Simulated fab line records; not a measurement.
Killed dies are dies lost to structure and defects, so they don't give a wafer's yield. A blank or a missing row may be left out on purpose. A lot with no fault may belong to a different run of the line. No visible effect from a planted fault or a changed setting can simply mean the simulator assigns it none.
The tool behind it: which one? -- flow berkeley cmos170 -- 39 wafers from 13 lots sampled at 6 of the route's 331 steps

WHAT THE GAUGES READ, wafer by wafer
UCB170_PLDD_OVL_MEAS_07.
lot,measured,on,PLDD_OVL (nm)
L193,day 7 14:35,overlay-01,-1 -4 3
L194,day 8 05:24,overlay-02,7 8 7
L197,day 8 05:32,overlay-01,4 6 8
L195,day 8 05:40,overlay-02,1 4 14
L196,day 8 05:58,overlay-02,3 5 1
L198,day 8 17:16,overlay-02,12 6 1
L202,day 9 13:32,overlay-02,9 4 3
L203,day 9 13:48,overlay-02,-3 -3 -2
L206,day 10 11:27,overlay-02,6 2 2
L208,day 10 12:10,overlay-01,13 19 11
L210,day 10 19:02,overlay-01,2 0 -6
L214,day 11 16:58,overlay-01,7 6 3
L216,day 12 03:20,overlay-01,3 4 -4

UCB170_PLDD_TW_MEAS_11.
lot,measured,on,PLDD_TW
L193,day 7 15:01,film metro-04,1009 1006 1007
L194,day 8 05:50,film metro-04,1015 1018 1009
L197,day 8 05:58,film metro-03,1037 1032 1033
L195,day 8 06:07,film metro-02,1030 1032 1025
L196,day 8 06:24,film metro-02,1028 1030 1035
L198,day 8 17:42,film metro-02,1032 1036 1037
L202,day 9 13:59,film metro-03,1035 1029 1041
L203,day 9 14:14,film metro-04,1069 1063 1071
L206,day 10 11:53,film metro-04,1068 1068 1063
L208,day 10 12:36,film metro-03,1034 1032 1042
L210,day 10 19:28,film metro-03,1033 1034 1038
L214,day 11 17:24,film metro-02,1035 1037 1033
L216,day 12 03:46,film metro-04,1010 1010 1006

UCB170_NSD_CD_MEAS_06: the cd target is 1200 nm.
lot,measured,on,cd nm (nm)
L193,day 8 04:18,cd sem-02,1202.7 1202.0 1201.4
L194,day 8 16:52,cd sem-02,1201.6 1201.0 1201.7
L197,day 8 17:30,cd sem-02,1202.8 1202.2 1201.7
L195,day 8 17:11,cd sem-01,1200.2 1200.8 1199.5
L196,day 8 17:34,cd sem-01,1199.3 1199.6 1200.5
L198,day 9 07:15,cd sem-02,1201.4 1200.4 1200.7
L202,day 10 03:20,cd sem-01,1200.2 1199.5 1199.9
L203,day 10 03:34,cd sem-02,1199.3 1199.0 1198.0
L206,day 11 01:28,cd sem-01,1200.4 1199.4 1199.5
L208,day 11 01:52,cd sem-01,1200.4 1202.3 1202.8
L210,day 11 07:55,cd sem-01,1200.2 1200.0 1197.9
L214,day 12 05:35,cd sem-01,1203.1 1202.6 1204.7
L216,day 12 15:17,cd sem-02,1197.5 1197.5 1197.7

UCB170_SDANNEAL_RS_MEAS_04: measurement is done with a four-point probe.
lot,measured,on,PLDD_RS (ohm/sq)
L193,day 8 06:24,film metro-04,1031.9 1031.3 1029.9
L194,day 8 18:38,film metro-04,1030.8 1029.4 1031.1
L197,day 8 19:50,film metro-03,1034.8 1033.8 1034.1
L195,day 8 19:24,film metro-04,1033.4 1034.5 1032.8
L196,day 8 20:16,film metro-02,1035.0 1033.2 1032.6
L198,day 9 09:09,film metro-03,1028.5 1029.7 1029.7
L202,day 10 05:04,film metro-03,1034.1 1033.1 1029.2
L203,day 10 05:18,film metro-04,884.7 885.0 886.6 885.4 885.6 886.8
L206,day 11 03:19,film metro-04,884.0 884.8 884.8 885.7 883.7 885.3
L208,day 11 03:41,film metro-02,1030.4 1030.4 1030.4
L210,day 11 09:47,film metro-04,1034.2 1033.3 1032.7
L214,day 12 07:20,film metro-02,1035.6 1035.1 1034.9
L216,day 12 17:19,film metro-04,1026.4 1029.4 1029.7

WHAT TOOL EACH LOT RAN ON (gives the tool, then ch and the chambers of the sampled wafers, and finally the start)
lot,UCB170_PVT_STRIP_08,UCB170_PLDD_IMPLANT_09
L193,"plasma asher-02 ch 0,1, day 6 20:04","implanter-02 ch 0, day 7 14:47"
L194,"plasma asher-02 ch 0,1, day 7 09:08","implanter-02 ch 0, day 8 05:35"
L197,"plasma asher-01 ch 0,1, day 7 09:32","implanter-04 ch 0, day 8 05:45"
L195,"plasma asher-04 ch 0,1, day 7 09:46","implanter-01 ch 0, day 8 05:52"
L196,"plasma asher-01 ch 0,1, day 7 10:04","implanter-02 ch 0, day 8 06:11"
L198,"plasma asher-01 ch 0,1, day 8 00:57","implanter-02 ch 0, day 8 17:27"
L202,"plasma asher-02 ch 0,1, day 8 21:08","implanter-02 ch 0, day 9 13:47"
L203,"plasma asher-04 ch 0,1, day 8 21:38","implanter-04 ch 0, day 9 14:00"
L206,"plasma asher-01 ch 0,1, day 9 16:05","implanter-04 ch 0, day 10 11:39"
L208,"plasma asher-02 ch 0,1, day 9 20:49","implanter-02 ch 0, day 10 12:21"
L210,"plasma asher-01 ch 0,1, day 10 03:47","implanter-02 ch 0, day 10 19:13"
L214,"plasma asher-04 ch 0,1, day 10 21:44","implanter-02 ch 0, day 11 17:09"
L216,"plasma asher-02 ch 0,1, day 11 07:54","implanter-02 ch 0, day 12 03:31"
- UCB170_PVT_STRIP_08: strips in O2.
- UCB170_PLDD_IMPLANT_09

AS READ BY THE TOOLS THEMSELVES (means over the sampled wafers that have a number; for cases with no such wafer, the mark the record gives instead)
UCB170_PVT_STRIP_08.
lot,tool,drypump motor current A (A),oes product au (a.u.),strip time to endpoint s (s)
L193,plasma asher-02,6.43,0.735,21.67
L194,plasma asher-02,6.44,0.739,21.68
L197,plasma asher-01,6.30,0.733,21.64
L195,plasma asher-04,5.84,0.737,21.60
L196,plasma asher-01,6.25,0.738,21.57
L198,plasma asher-01,6.25,0.735,21.59
L202,plasma asher-02,6.44,0.731,21.48
L203,plasma asher-04,5.91,0.734,21.60
L206,plasma asher-01,6.31,0.733,21.63
L208,plasma asher-02,6.44,0.737,21.63
L210,plasma asher-01,6.27,0.732,21.58
L214,plasma asher-04,5.81,0.731,21.71
L216,plasma asher-02,6.49,0.733,21.55

UCB170_PLDD_IMPLANT_09.
lot,tool,beam on s (s),faraday current uA
L193,implanter-02,9.93,160
L194,implanter-02,10.11,157
L197,implanter-04,9.85,161
L195,implanter-01,9.92,160
L196,implanter-02,10.27,154
L198,implanter-02,10.10,157
L202,implanter-02,9.94,160
L203,implanter-04,14.47,109
L206,implanter-04,14.36,111
L208,implanter-02,10.08,158
L210,implanter-02,9.94,159
L214,implanter-02,10.24,155
L216,implanter-02,9.87,160

THE ANSWER, worked out from the rows above alone
Rule: the lots themselves supply what counts as usual. Put in order of their means at a reading, lots are off if they are a third of the lots or fewer, leave a main group of 4 or more, and stand apart from it by a gap of 3 or more times the standard deviation of the main group's means; of several such gaps the widest counts. A main group is skipped when, at the precision printed for the reading in the tables above, its means are all equal. A lot without any number at a reading at which 4 lots or more have one is off too. The other lots that the step has rows for count as sound. First the gauges in route order, then the tools' own readings, where a lot's mean is used as printed above. At the first step where some lot is off, the reading lying furthest off is the one used; lots without a number count as furthest.
Off: L203, L206, seen at UCB170_SDANNEAL_RS_MEAS_04 (PLDD_RS). For the main group the mean is 1032.0 ohm/sq and the standard deviation 2.1.
If a tool, at a process step before that reading, ran all the lots that are off and no sound lot after the first of them, it fits. The gauges at UCB170_SDANNEAL_RS_MEAS_04 aren't tried: what is off there is off at UCB170_PLDD_IMPLANT_09 too, on other tools, and a gauge's error can't cause that. One fits: UCB170_PLDD_IMPLANT_09 on implanter-04. A fault onset in the window from L197 (day 8 05:45, its last sound lot) to L203 (day 9 14:00, its first lot off) fits.
The tool's own readings at UCB170_PLDD_IMPLANT_09 bear it out: on the lots that are off they differ by more than 5 times the standard deviation of the sound lots' means. beam on s reads 14.41 s there against 10.02 s on the sound lots; faraday current uA reads 110 there against 158 on the sound lots.

WHAT THE SIMULATOR PUT IN
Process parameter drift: implanter-04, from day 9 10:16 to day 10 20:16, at UCB170_PLDD_IMPLANT_09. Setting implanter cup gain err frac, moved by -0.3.
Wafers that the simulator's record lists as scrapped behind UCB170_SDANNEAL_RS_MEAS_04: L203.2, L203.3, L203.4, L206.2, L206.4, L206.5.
Shown lots that were struck: L203, L206. This agrees with what the rule above found.
